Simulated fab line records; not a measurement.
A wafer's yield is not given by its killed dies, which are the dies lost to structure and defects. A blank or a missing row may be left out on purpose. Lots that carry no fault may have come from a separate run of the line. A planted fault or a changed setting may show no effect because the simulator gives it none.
Check for tools in common + flow rit-cmos + Lots sampled 15, wafers sampled 54

THE REASON FOR OPENING IT
On 3 of the 15 lots, a flag is raised at RIT_CONTACT_CD_MEAS_08 on the reading cd-nm. Wafers without a fault read 999.8 nm, standard deviation 2.3.
Rule: flag the lot when none of its wafers has a number, or when each of its wafers that has one lies beyond 4 standard deviations from that mean. All remaining lots are regarded as sound.

| lot  | measured    | on        | cd-nm (nm), wafer by wafer          | flag    |
|------|-------------|-----------|-------------------------------------|---------|
| L847 | day 3 07:13 | cd-sem-01 | 998.5 1000.5 1000.0                 |         |
| L848 | day 3 14:23 | cd-sem-02 | 996.8 996.3 997.8                   |         |
| L849 | day 3 19:29 | cd-sem-01 | 1001.2 1002.0 1002.3                |         |
| L850 | day 3 21:47 | cd-sem-02 | 998.3 996.2 998.4                   |         |
| L851 | day 4 05:09 | cd-sem-01 | 995.7 996.5 995.9                   |         |
| L853 | day 4 09:47 | cd-sem-02 | 1002.9 1002.9 1001.7                |         |
| L854 | day 4 14:32 | cd-sem-02 | 999.2 997.0 997.8                   |         |
| L855 | day 4 20:15 | cd-sem-02 | 1004.9 1003.6 1001.6                |         |
| L856 | day 5 03:17 | cd-sem-01 | 998.9 1000.2 998.8                  |         |
| L857 | day 5 07:58 | cd-sem-02 | 999.6 999.6 1002.0                  |         |
| L858 | day 5 12:16 | cd-sem-02 | 963.3 962.5 962.1 963.3 962.4 962.1 | FLAGGED |
| L859 | day 5 17:34 | cd-sem-02 | 976.1 974.3 976.6 975.8 973.6 976.7 | FLAGGED |
| L860 | day 5 22:05 | cd-sem-02 | 977.4 976.0 979.8 977.4 975.8 980.2 | FLAGGED |
| L868 | day 8 00:34 | cd-sem-02 | 999.6 999.8 1001.1                  |         |
| L870 | day 8 07:41 | cd-sem-01 | 1000.0 998.9 999.8                  |         |
Average over the flagged lots: 972.0 nm; offset from the usual -27.8 nm, equal to -12 standard deviations.

LOT BY LOT: THE TOOL USED
The record keeps 1 process step preceding the reading, out of 202 steps on the route. Every cell lists first the tool, next ch and the chambers used by the sampled wafers, and last the start.
| lot  | flag    | RIT_CONTACT_EXPOSE_05              |
|------|---------|------------------------------------|
| L847 |         | iline-stepper-01 ch 0, day 3 06:41 |
| L848 |         | iline-stepper-01 ch 0, day 3 13:52 |
| L849 |         | iline-stepper-02 ch 0, day 3 18:58 |
| L850 |         | iline-stepper-02 ch 0, day 3 21:16 |
| L851 |         | iline-stepper-01 ch 0, day 4 04:38 |
| L853 |         | iline-stepper-01 ch 0, day 4 09:11 |
| L854 |         | iline-stepper-02 ch 0, day 4 14:01 |
| L855 |         | iline-stepper-01 ch 0, day 4 19:44 |
| L856 |         | iline-stepper-02 ch 0, day 5 02:46 |
| L857 |         | iline-stepper-01 ch 0, day 5 07:26 |
| L858 | FLAGGED | iline-stepper-01 ch 0, day 5 11:44 |
| L859 | FLAGGED | iline-stepper-01 ch 0, day 5 17:03 |
| L860 | FLAGGED | iline-stepper-01 ch 0, day 5 21:34 |
| L868 |         | iline-stepper-02 ch 0, day 8 00:03 |
| L870 |         | iline-stepper-02 ch 0, day 8 07:10 |
What is done by these steps:
- RIT_CONTACT_EXPOSE_05: exposes mask M11, target cd 1000 nm.
- RIT_CONTACT_CD_MEAS_08: target cd 1000 nm.

FLAGGED OVER TOTAL, TOOL BY TOOL (the gauges that took the reading come last)
| step                   | tool             | lots run | flagged | share of the flagged lots | sound lots run after its first flagged lot |
|------------------------|------------------|----------|---------|---------------------------|--------------------------------------------|
| RIT_CONTACT_EXPOSE_05  | iline-stepper-01 | 9        | 3       | all                       | 0                                          |
| RIT_CONTACT_EXPOSE_05  | iline-stepper-02 | 6        | 0       | none                      | -                                          |
| RIT_CONTACT_CD_MEAS_08 | cd-sem-01        | 5        | 0       | none                      | -                                          |
| RIT_CONTACT_CD_MEAS_08 | cd-sem-02        | 10       | 3       | all                       | 1 (L868)                                   |

WHAT THE TABLE ALLOWS
Every flagged lot went through 2 rows of the table: iline-stepper-01 at RIT_CONTACT_EXPOSE_05 and cd-sem-02 at RIT_CONTACT_CD_MEAS_08.
- iline-stepper-01 at RIT_CONTACT_EXPOSE_05: 3 of its 9 lots flagged. Last sound lot L857 at day 5 07:26, first flagged lot L858 at day 5 11:44; a fault beginning in between fits. Its own readings lie more than 4 standard deviations out on every wafer of the flagged lots: exposure-dose-mJ-cm2.
- cd-sem-02 at RIT_CONTACT_CD_MEAS_08: 3 of its 10 lots flagged. Sound lots ran on it after the first flagged one (L868), which a lasting fault on the whole tool wouldn't allow.
What remains is a single tool, iline-stepper-01 at RIT_CONTACT_EXPOSE_05.

WHAT THE SIMULATOR HAD INSERTED
Process parameter drift: iline-stepper-01, from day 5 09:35 on, at RIT_CONTACT_EXPOSE_05. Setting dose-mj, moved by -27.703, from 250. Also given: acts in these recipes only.
Shown lots that were struck: L858, L859, L860. Same finding as the rule above.
